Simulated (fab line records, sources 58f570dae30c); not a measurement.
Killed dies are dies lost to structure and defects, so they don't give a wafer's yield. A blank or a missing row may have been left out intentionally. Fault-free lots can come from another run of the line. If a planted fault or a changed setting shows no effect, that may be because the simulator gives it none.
Check of tool commonality / flow berkeley-cmos170 / Sampled: 14 lots, 42 wafers

## WHY THIS WAS OPENED
On 2 of the 14 lots, a flag is raised at UCB170_CONTACT_CD_MEAS_15 on the reading cd-nm. Fault-free wafers read 699.9 nm, with a standard deviation of 1.8.
Rule: a lot is flagged in two cases, either no wafer of it has a number, or all its wafers with numbers fall more than 4 standard deviations from that mean. As for the other lots, they are considered sound.

lot=L975; measured=day 7 08:56; on=cd-sem-01; cd-nm (nm), wafer by wafer=701.6 701.5 702.8; flag=
lot=L974; measured=day 7 09:13; on=cd-sem-02; cd-nm (nm), wafer by wafer=700.4 700.7 701.5; flag=
lot=L978; measured=day 8 00:11; on=cd-sem-02; cd-nm (nm), wafer by wafer=697.8 699.7 699.3; flag=
lot=L981; measured=day 8 04:19; on=cd-sem-01; cd-nm (nm), wafer by wafer=699.2 698.4 698.2; flag=
lot=L979; measured=day 8 04:35; on=cd-sem-02; cd-nm (nm), wafer by wafer=697.8 698.3 697.8; flag=
lot=L980; measured=day 8 05:45; on=cd-sem-01; cd-nm (nm), wafer by wafer=698.5 698.0 699.8; flag=
lot=L983; measured=day 9 04:25; on=cd-sem-02; cd-nm (nm), wafer by wafer=697.8 696.8 698.8; flag=
lot=L988; measured=day 9 19:36; on=cd-sem-02; cd-nm (nm), wafer by wafer=699.2 698.1 699.6; flag=
lot=L987; measured=day 9 20:19; on=cd-sem-02; cd-nm (nm), wafer by wafer=698.0 697.1 698.5; flag=
lot=L991; measured=day 10 17:08; on=cd-sem-02; cd-nm (nm), wafer by wafer=734.9 735.0 735.1; flag=FLAGGED
lot=L994; measured=day 11 01:24; on=cd-sem-02; cd-nm (nm), wafer by wafer=731.4 731.8 730.9; flag=FLAGGED
lot=L993; measured=day 11 01:39; on=cd-sem-01; cd-nm (nm), wafer by wafer=701.8 701.0 699.6; flag=
lot=L995; measured=day 11 08:34; on=cd-sem-01; cd-nm (nm), wafer by wafer=698.9 700.3 699.6; flag=
lot=L996; measured=day 11 10:00; on=cd-sem-01; cd-nm (nm), wafer by wafer=700.9 700.6 702.0; flag=
The numbers of the flagged lots are 733.2 nm on average: +33.3 nm against the usual, or +18 standard deviations.

## WHICH TOOL RAN EACH LOT
The record keeps 1 process step preceding the reading, out of 331 steps on the route. Every cell lists first the tool, next ch and the chambers used by the sampled wafers, and last the start.
lot=L975; flag=; UCB170_CONTACT_COAT_10=litho-track-04 ch 0, day 7 08:00
lot=L974; flag=; UCB170_CONTACT_COAT_10=litho-track-02 ch 0, day 7 08:00
lot=L978; flag=; UCB170_CONTACT_COAT_10=litho-track-02 ch 0, day 7 22:00
lot=L981; flag=; UCB170_CONTACT_COAT_10=litho-track-02 ch 0, day 8 03:00
lot=L979; flag=; UCB170_CONTACT_COAT_10=litho-track-03 ch 0, day 8 03:00
lot=L980; flag=; UCB170_CONTACT_COAT_10=litho-track-02 ch 0, day 8 05:00
lot=L983; flag=; UCB170_CONTACT_COAT_10=litho-track-04 ch 0, day 9 03:00
lot=L988; flag=; UCB170_CONTACT_COAT_10=litho-track-02 ch 0, day 9 18:00
lot=L987; flag=; UCB170_CONTACT_COAT_10=litho-track-03 ch 0, day 9 19:00
lot=L991; flag=FLAGGED; UCB170_CONTACT_COAT_10=litho-track-04 ch 0, day 10 16:00
lot=L994; flag=FLAGGED; UCB170_CONTACT_COAT_10=litho-track-04 ch 0, day 11 00:00
lot=L993; flag=; UCB170_CONTACT_COAT_10=litho-track-03 ch 0, day 11 00:00
lot=L995; flag=; UCB170_CONTACT_COAT_10=litho-track-03 ch 0, day 11 07:00
lot=L996; flag=; UCB170_CONTACT_COAT_10=litho-track-02 ch 0, day 11 09:00
What these steps do:
- UCB170_CONTACT_COAT_10: resist thk 900 nm.
- UCB170_CONTACT_CD_MEAS_15: target cd 700 nm.

## FLAGGED OVER TOTAL, TOOL BY TOOL (the gauges that took the reading come last)
step=UCB170_CONTACT_COAT_10; tool=litho-track-02; lots run=6; flagged=0; share of the flagged lots=none; sound lots run after its first flagged lot=-
step=UCB170_CONTACT_COAT_10; tool=litho-track-03; lots run=4; flagged=0; share of the flagged lots=none; sound lots run after its first flagged lot=-
step=UCB170_CONTACT_COAT_10; tool=litho-track-04; lots run=4; flagged=2; share of the flagged lots=all; sound lots run after its first flagged lot=0
step=UCB170_CONTACT_CD_MEAS_15; tool=cd-sem-01; lots run=6; flagged=0; share of the flagged lots=none; sound lots run after its first flagged lot=-
step=UCB170_CONTACT_CD_MEAS_15; tool=cd-sem-02; lots run=8; flagged=2; share of the flagged lots=all; sound lots run after its first flagged lot=0

## WHAT THE TABLE PERMITS
In 2 table rows, all flagged lots were run: litho-track-04 (UCB170_CONTACT_COAT_10), cd-sem-02 (UCB170_CONTACT_CD_MEAS_15).
- litho-track-04 at UCB170_CONTACT_COAT_10: 2 of its 4 lots flagged. A fault beginning between L983 (day 9 03:00), its last sound lot, and L991 (day 10 16:00), its first flagged one, fits the data.
- cd-sem-02 at UCB170_CONTACT_CD_MEAS_15: 2 of its 8 lots flagged. A fault beginning between L987 (day 9 20:19), its last sound lot, and L991 (day 10 17:08), its first flagged one, fits the data.
Because each of these 2 tools fits a fault that began at some hour, counting lots does not separate them. More lots, or a look at what each step does to the wafer, might.

## WHAT THE SIMULATOR HAD INSERTED
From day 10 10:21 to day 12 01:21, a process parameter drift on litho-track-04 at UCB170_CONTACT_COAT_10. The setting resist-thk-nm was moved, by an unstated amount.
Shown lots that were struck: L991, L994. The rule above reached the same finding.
